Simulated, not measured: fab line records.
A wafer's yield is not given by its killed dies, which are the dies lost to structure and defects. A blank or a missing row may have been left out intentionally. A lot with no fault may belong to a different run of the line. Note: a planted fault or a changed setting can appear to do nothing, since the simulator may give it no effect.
What tool caused it?	flow berkeley-cmos170	15 lots, 45 wafers sampled, at 5 steps of a route of 331

WHAT THE GAUGES READ, wafer by wafer
UCB170_START_BOW_MEAS_00.
lot	measured	on	INCOMING_BOW (um)
L881	day 1 10:00	film-metro-01	-4 -2 -8
L882	day 1 15:02	film-metro-02	4 5 -8
L883	day 1 20:02	film-metro-04	3 3 7
L885	day 2 06:01	film-metro-02	-2 3 2
L886	day 2 11:00	film-metro-04	11 7 -3
L887	day 2 16:01	film-metro-02	-7 -8 13
L888	day 2 21:01	film-metro-02	-5 -2 0
L891	day 3 12:01	film-metro-02	-9 -13 -2
L892	day 3 17:02	film-metro-01	0 -5 3
L893	day 3 22:01	film-metro-02	0 8 -2
L894	day 4 03:02	film-metro-02	4 1 1
L895	day 4 08:00	film-metro-01	-4 4 2
L896	day 4 13:05	film-metro-02	-1 -1 -6
L897	day 4 18:02	film-metro-04	-2 2 12
L898	day 4 23:02	film-metro-04	3 3 -1

UCB170_PFIELD_OVL_MEAS_06.
lot	measured	on	PFIELD_OVL (nm)
L881	day 5 09:23	overlay-01	-2 10 5
L882	day 5 08:53	overlay-01	-3 2 -8
L883	day 5 09:09	overlay-01	0 3 0
L885	day 5 20:55	overlay-02	9 4 -7
L886	day 5 20:13	overlay-02	-9 0 -15
L887	day 6 08:05	overlay-01	-11 -9 -10
L888	day 6 08:29	overlay-01	-8 -10 -10
L891	day 7 04:25	overlay-02	9 0 -3
L892	day 7 04:40	overlay-02	-10 -3 -11
L893	day 7 04:53	overlay-02	-7 -7 -2
L894	day 7 19:21	overlay-02	-1 -2 3
L895	day 7 19:47	overlay-02	-8 -7 -5
L896	day 8 03:07	overlay-02	-2 -2 5
L897	day 8 03:03	overlay-02	4 12 5
L898	day 8 03:24	overlay-02	-15 -9 -18

UCB170_GATE_THK_MEAS_02.
lot	measured	on	GATE_OXIDE_THK (nm)
L881	day 7 03:17	film-metro-04	6.66 6.65 6.58
L882	day 7 03:18	film-metro-03	6.71 6.67 6.78
L883	day 7 03:18	film-metro-02	6.53 6.46 6.61
L885	day 7 14:32	film-metro-02	6.44 6.59 6.60
L886	day 7 14:32	film-metro-03	6.62 6.65 6.71
L887	day 8 03:36	film-metro-04	6.67 6.75 6.82
L888	day 8 03:40	film-metro-04	6.86 6.87 6.80
L891	day 8 23:44	film-metro-04	5.14 5.23 5.40
L892	day 8 23:44	film-metro-03	5.54 5.51 5.47
L893	day 8 23:44	film-metro-02	5.45 5.47 5.47
L894	day 9 10:32	film-metro-03	6.70 6.77 6.70
L895	day 9 10:31	film-metro-02	6.95 6.99 7.01
L896	day 9 22:40	film-metro-02	6.45 6.39 6.46
L897	day 9 22:43	film-metro-03	6.34 6.37 6.51
L898	day 9 22:37	film-metro-02	6.58 6.54 6.58

UCB170_NLDD_OVL_MEAS_07.
lot	measured	on	NLDD_OVL (nm)
L881	day 7 18:27	overlay-02	-4 -1 -3
L882	day 7 17:14	overlay-02	1 1 -7
L883	day 7 17:34	overlay-02	0 -3 -9
L885	day 8 02:26	overlay-02	-6 -8 -7
L886	day 8 01:43	overlay-02	4 -7 -1
L887	day 8 17:53	overlay-02	-4 5 5
L888	day 8 17:24	overlay-02	-2 -4 -3
L891	day 9 13:13	overlay-02	-2 6 3
L892	day 9 12:13	overlay-02	-2 -3 1
L893	day 9 12:29	overlay-01	3 -3 -1
L894	day 9 22:34	overlay-01	-9 -4 6
L895	day 9 22:50	overlay-01	3 3 8
L896	day 10 16:37	overlay-01	1 -10 -13
L897	day 10 17:09	overlay-02	-3 -12 -3
L898	day 10 18:00	overlay-02	-1 -7 -4

EACH LOT AND THE TOOL THAT RAN IT (in order: tool; ch and the chambers of the sampled wafers; start)
lot	UCB170_GATE_OXIDATION_01
L881	furnace-04 ch 0, day 7 01:47
L882	furnace-04 ch 0, day 7 01:47
L883	furnace-04 ch 0, day 7 01:47
L885	furnace-04 ch 0, day 7 13:02
L886	furnace-04 ch 0, day 7 13:02
L887	furnace-01 ch 0, day 8 02:05
L888	furnace-01 ch 0, day 8 02:05
L891	furnace-02 ch 0, day 8 22:13
L892	furnace-02 ch 0, day 8 22:13
L893	furnace-02 ch 0, day 8 22:13
L894	furnace-01 ch 0, day 9 09:01
L895	furnace-01 ch 0, day 9 09:01
L896	furnace-04 ch 0, day 9 21:05
L897	furnace-04 ch 0, day 9 21:05
L898	furnace-04 ch 0, day 9 21:05
- UCB170_GATE_OXIDATION_01: target thk 6.6 nm, ox time 1800 s.

WHAT THE TOOLS THEMSELVES READ (means of the sampled wafers that have a number; where no wafer has one, the mark that the record gives instead)
UCB170_GATE_OXIDATION_01.
lot	tool	spike-tc-centre-C (C)	spike-tc-load-C (C)	spike-tc-source-C (C)	tube-center-temp-C (C)	tube_center_temp_C_max
L881	furnace-04	853.0	873.4	873.3	850	852.2
L882	furnace-04	852.5	873.9	874.6	850	851.9
L883	furnace-04	852.8	872.9	873.6	850	852.1
L885	furnace-04	852.0	874.7	874.4	850	851.9
L886	furnace-04	851.6	874.2	873.9	850	852.7
L887	furnace-01	850.9	871.2	876.6	850	852.0
L888	furnace-01	851.5	869.6	876.0	850	852.3
L891	furnace-02	840.6	856.0	856.0	836	838.2
L892	furnace-02	840.5	854.8	854.8	836	838.2
L893	furnace-02	840.1	854.9	856.4	836	838.0
L894	furnace-01	851.8	870.5	875.9	850	852.0
L895	furnace-01	851.1	870.1	876.8	850	852.2
L896	furnace-04	852.7	873.2	873.5	850	852.1
L897	furnace-04	852.5	873.0	873.5	850	852.9
L898	furnace-04	852.5	873.5	874.0	850	851.8

THE ANSWER, worked out from the rows above alone
Rule: the lots themselves supply what counts as usual. The widest of any qualifying gaps counts: lots, ordered by their means at a reading, are off when they make up no more than a third of the lots, leave a main group of 4 or more, and stand apart from it by 3 or more times the standard deviation of that group's means. Not used: any main group whose means are identical at the precision the tables above print for the reading. A lot without any number at a reading at which 4 lots or more have one is off too. Where the step has rows for the other lots, those lots are counted as sound. First the gauges in route order, then the tools' own readings, where a lot's mean is used as printed above. The first step at which some lot is off is used, and at that step the reading that is off furthest; a lot without a number counts as furthest.
Off: L891, L892, L893, seen at UCB170_GATE_THK_MEAS_02 (GATE_OXIDE_THK). Main group: mean 6.65 nm, sd 0.16.
If a tool, at a process step before that reading, ran all the lots that are off and no sound lot after the first of them, it fits. The gauges at UCB170_GATE_THK_MEAS_02 aren't tried: what is off there is off at UCB170_GATE_OXIDATION_01 too, on other tools, and a gauge's error can't cause that. One fits: furnace-02 at UCB170_GATE_OXIDATION_01. It ran no sound lot before its first lot that is off in this sample, so the start can't be narrowed down.
The tool's own readings at UCB170_GATE_OXIDATION_01 bear it out: on the lots that are off they differ by more than 5 times the standard deviation of the sound lots' means. spike-tc-centre-C reads 840.4 C there against 852.1 C on the sound lots; spike-tc-load-C reads 855.2 C there against 872.5 C on the sound lots; spike-tc-source-C reads 855.7 C there against 874.7 C on the sound lots; tube-center-temp-C reads 836 C there against 850 C on the sound lots; tube_center_temp_C_max reads 838.1 there against 852.2 on the sound lots.

WHAT THE SIMULATOR HAD PUT IN
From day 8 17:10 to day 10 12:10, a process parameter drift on furnace-02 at UCB170_GATE_OXIDATION_01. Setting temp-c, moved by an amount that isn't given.
Shown lots that were struck: L891, L892, L893. The rule given above showed the same thing.
